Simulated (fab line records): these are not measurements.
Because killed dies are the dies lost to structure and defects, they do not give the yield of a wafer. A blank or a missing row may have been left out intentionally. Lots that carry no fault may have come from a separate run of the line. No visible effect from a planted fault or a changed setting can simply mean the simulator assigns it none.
Split-lot experiment | flow berkeleyCmos170 | 23 wafers read from 5 lots, route of 331 steps

== ABOUT THE SPLIT ==
At UCB170_NWELL_COAT_07 (resist thk 900 nm), the setting resistThkNm was moved away from the recipe's 900 nm on 12 of the 23 wafers read, by -2.6% to +4.6%. This setting was run at the recipe's value on the other wafers.

== FROM THE SPLIT TO THE READING: what the file shows between them, 3 steps ==
- UCB170_NWELL_SOFTBAKE_08: time 60 s
- UCB170_NWELL_EXPOSE_09: exposes mask NWELL, target cd 3000 nm
- UCB170_NWELL_DEVELOP_11: develop time 45 s

== THE READING ==
KrF_of_NWELL_COAT_07.thkNm (the simulator's own value, which no gauge read), in nm, at UCB170_NWELL_ETCH_13 (etches Si3N4 in CH3F/Ar/O2, stops on SiO2, target depth 246.4 nm, time 154 s). The file does not state a usual value for it. Here, 11 wafers ran the recipe; their average is 723.4 nm with a standard deviation of 4.2 nm.

wafer  | tool, chamber at the split | resistThkNm as run, nm | against the recipe | KrF_of_NWELL_COAT_07.thkNm, nm | against lot-mates on the recipe
L076.3 | lithoTrack-01, 0           | 900                    | recipe             | 729.8                          | -
L076.5 | lithoTrack-01, 0           | 900                    | recipe             | 720.9                          | -
L076.6 | lithoTrack-01, 0           | 900                    | recipe             | 729.4                          | -
L077.1 | lithoTrack-02, 0           | 941.1                  | +4.6%              | 767.1                          | +46.6
L077.2 | lithoTrack-02, 0           | 941.1                  | +4.6%              | 762.4                          | +41.9
L077.3 | lithoTrack-02, 0           | 900                    | recipe             | 718.8                          | -
L077.5 | lithoTrack-02, 0           | 900                    | recipe             | 722.3                          | -
L077.6 | lithoTrack-02, 0           | 941.1                  | +4.6%              | 762.2                          | +41.7
L078.1 | lithoTrack-03, 0           | 925.3                  | +2.8%              | 747.6                          | +24.9
L078.3 | lithoTrack-03, 0           | 900                    | recipe             | 721                            | -
L078.4 | lithoTrack-03, 0           | 900                    | recipe             | 724.4                          | -
L078.5 | lithoTrack-03, 0           | 925.3                  | +2.8%              | 750.4                          | +27.7
L078.6 | lithoTrack-03, 0           | 925.3                  | +2.8%              | 743.3                          | +20.6
L080.1 | lithoTrack-01, 0           | 939.5                  | +4.4%              | 767.6                          | +43.9
L080.2 | lithoTrack-01, 0           | 900                    | recipe             | 719.6                          | -
L080.3 | lithoTrack-01, 0           | 939.5                  | +4.4%              | 768                            | +44.2
L080.4 | lithoTrack-01, 0           | 939.5                  | +4.4%              | 762.9                          | +39.1
L080.5 | lithoTrack-01, 0           | 900                    | recipe             | 727.9                          | -
L083.2 | lithoTrack-03, 0           | 876.9                  | -2.6%              | 693.8                          | -28.1
L083.3 | lithoTrack-03, 0           | 876.9                  | -2.6%              | 702                            | -19.9
L083.4 | lithoTrack-03, 0           | 900                    | recipe             | 726.6                          | -
L083.5 | lithoTrack-03, 0           | 900                    | recipe             | 717.1                          | -
L083.6 | lithoTrack-03, 0           | 876.9                  | -2.6%              | 703                            | -18.9

FIT RESULTS
A straight line over all 23 wafers: KrF_of_NWELL_COAT_07.thkNm changes by +9.19 nm for each +1% of resistThkNm; r = +0.98; the points scatter about the line by 4 nm.
The same after taking each lot's own level away (the mean of its wafers on the recipe; 23 wafers): +9.28 nm for each +1%; r = +0.99; scatter 3.6 nm.
Per that fit: largest resistThkNm move, reading shift of 42 nm.
Across the lots, their own levels run from 720.55 to 726.70 nm, a range of 1.5 times the standard deviation given above.
The two slopes are in agreement: the lot-to-lot level therefore moves the slope only a little.
Check: with one of the wafers moved furthest among these (+4.6%) left out of the fit, the line predicts +42.1 nm for it against its lot-mates. It came out at +46.6 nm against them.

== THESE WAFERS: OTHER SPLITS ==
Before the reading, these wafers also passed through other splits. Each is held against what the fit with the lots' levels taken away leaves over:
other split on the same wafers  | wafers away from the commonest value | r with KrF_of_NWELL_COAT_07.thkNm (lot level and that fit taken away)
UCB170_START_OXIDATION_02 tempC | 15                                   | +0.18

== THE WHOLE CHAIN: every reading that the file lists as answering this split, in the file's order ==
step                  | what it does                                                                 | reading                                                                     | change (the file's fit)              | r (the file's)
UCB170_NWELL_COAT_07  | resist thk 900 nm                                                            | KrF_of_NWELL_COAT_07.thkNm (the simulator's own value, which no gauge read) | +9.1 nm for each +1% of the setting  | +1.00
UCB170_NWELL_ETCH_13  | etches Si3N4 in CH3F/Ar/O2, stops on SiO2, target depth 246.4 nm, time 154 s | KrF_of_NWELL_COAT_07.thkNm (the simulator's own value, which no gauge read) | +9.34 nm for each +1% of the setting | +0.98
UCB170_NWELL_STRIP_15 | strips in O2                                                                 | stripTimeToEndpointS                                                        | withheld for each +1% of the setting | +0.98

== FILE'S OWN FIT ==
KrF_of_NWELL_COAT_07.thkNm changes by +9.34 nm for each +1% of resistThkNm, r = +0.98.
